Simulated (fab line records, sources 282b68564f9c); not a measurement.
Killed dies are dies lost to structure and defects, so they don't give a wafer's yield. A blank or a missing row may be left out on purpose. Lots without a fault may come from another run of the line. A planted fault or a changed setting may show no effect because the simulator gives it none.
Tool commonality check | flow rit_cmos | 14 lots, 42 wafers sampled

WHY IT WAS OPENED
At RIT_PWELL_TW_MEAS_10 the reading PWELL_TW is flagged on 2 of 14 lots. Wafers without a fault read 957, standard deviation 8.5.
Rule: a lot is flagged when every wafer of it that has a number lies more than 4 standard deviations from that mean, or none has a number. The other lots count as sound.

lot  | measured    | on            | PWELL_TW, wafer by wafer | flag
L769 | day 1 22:59 | film_metro-01 | 968 961 961              |
L770 | day 2 03:28 | film_metro-04 | 971 966 965              |
L773 | day 2 19:25 | film_metro-04 | 965 966 964              |
L774 | day 3 01:17 | film_metro-04 | 963 963 958              |
L775 | day 3 06:04 | film_metro-01 | 961 953 962              |
L776 | day 3 13:29 | film_metro-02 | 949 941 946              |
L777 | day 3 16:38 | film_metro-02 | 939 938 940              |
L778 | day 3 19:38 | film_metro-04 | 958 958 966              |
L781 | day 4 10:41 | film_metro-01 | 962 962 964              |
L783 | day 4 20:34 | film_metro-04 | 1139 1131 1135           | FLAGGED
L784 | day 5 03:46 | film_metro-04 | 950 947 951              |
L786 | day 5 11:55 | film_metro-02 | 1107 1111 1104           | FLAGGED
L788 | day 5 21:43 | film_metro-04 | 952 954 955              |
L792 | day 6 18:09 | film_metro-04 | 957 957 951              |
The numbers of the flagged lots are 1121 on average: +164 against the usual, or +19 standard deviations.

WHICH TOOL RAN EACH LOT
The record holds 1 process step before the reading, out of a route of 202 steps. In each cell: the tool, then ch and the chambers that the sampled wafers went through, then the start.
lot  | flag    | RIT_PWELL_IMPLANT_08
L769 |         | implanter-01 ch 0, day 1 22:42
L770 |         | implanter-01 ch 0, day 2 03:09
L773 |         | implanter-04 ch 0, day 2 19:06
L774 |         | implanter-03 ch 0, day 3 00:58
L775 |         | implanter-04 ch 0, day 3 05:46
L776 |         | implanter-04 ch 0, day 3 13:09
L777 |         | implanter-04 ch 0, day 3 16:20
L778 |         | implanter-03 ch 0, day 3 19:20
L781 |         | implanter-03 ch 0, day 4 10:22
L783 | FLAGGED | implanter-03 ch 0, day 4 20:17
L784 |         | implanter-01 ch 0, day 5 03:27
L786 | FLAGGED | implanter-03 ch 0, day 5 11:35
L788 |         | implanter-04 ch 0, day 5 21:24
L792 |         | implanter-04 ch 0, day 6 17:50
What these steps do:
- RIT_PWELL_IMPLANT_08
- RIT_PWELL_TW_MEAS_10

FLAGGED OVER TOTAL, TOOL BY TOOL (the gauges that took the reading come last)
step                 | tool          | lots run | flagged | share of the flagged lots | sound lots run after its first flagged lot
RIT_PWELL_IMPLANT_08 | implanter-01  | 3        | 0       | none                      | -
RIT_PWELL_IMPLANT_08 | implanter-03  | 5        | 2       | all                       | 0
RIT_PWELL_IMPLANT_08 | implanter-04  | 6        | 0       | none                      | -
RIT_PWELL_TW_MEAS_10 | film_metro-01 | 3        | 0       | none                      | -
RIT_PWELL_TW_MEAS_10 | film_metro-02 | 3        | 1       | some                      | 0
RIT_PWELL_TW_MEAS_10 | film_metro-04 | 8        | 1       | some                      | 3 (L784,L788,L792)

WHAT THE TABLE ALLOWS
1 row of the table ran every flagged lot: implanter-03 at RIT_PWELL_IMPLANT_08.
- implanter-03 at RIT_PWELL_IMPLANT_08: 2 of its 5 lots flagged. Its last sound lot is L781 (day 4 10:22), its first flagged lot L783 (day 4 20:17): a fault that began between those two fits. Its own readings lie more than 4 standard deviations out on every wafer of the flagged lots: dose_ions_cm2, faraday_current_uA.
One tool is left: implanter-03 at RIT_PWELL_IMPLANT_08.

WHAT THE SIMULATOR HAD PUT IN
Process parameter drift: implanter-03, from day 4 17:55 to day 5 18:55, at RIT_PWELL_IMPLANT_08. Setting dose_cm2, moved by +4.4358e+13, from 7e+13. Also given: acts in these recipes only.
Lots struck among those shown: L783, L786. The rule above found the same.
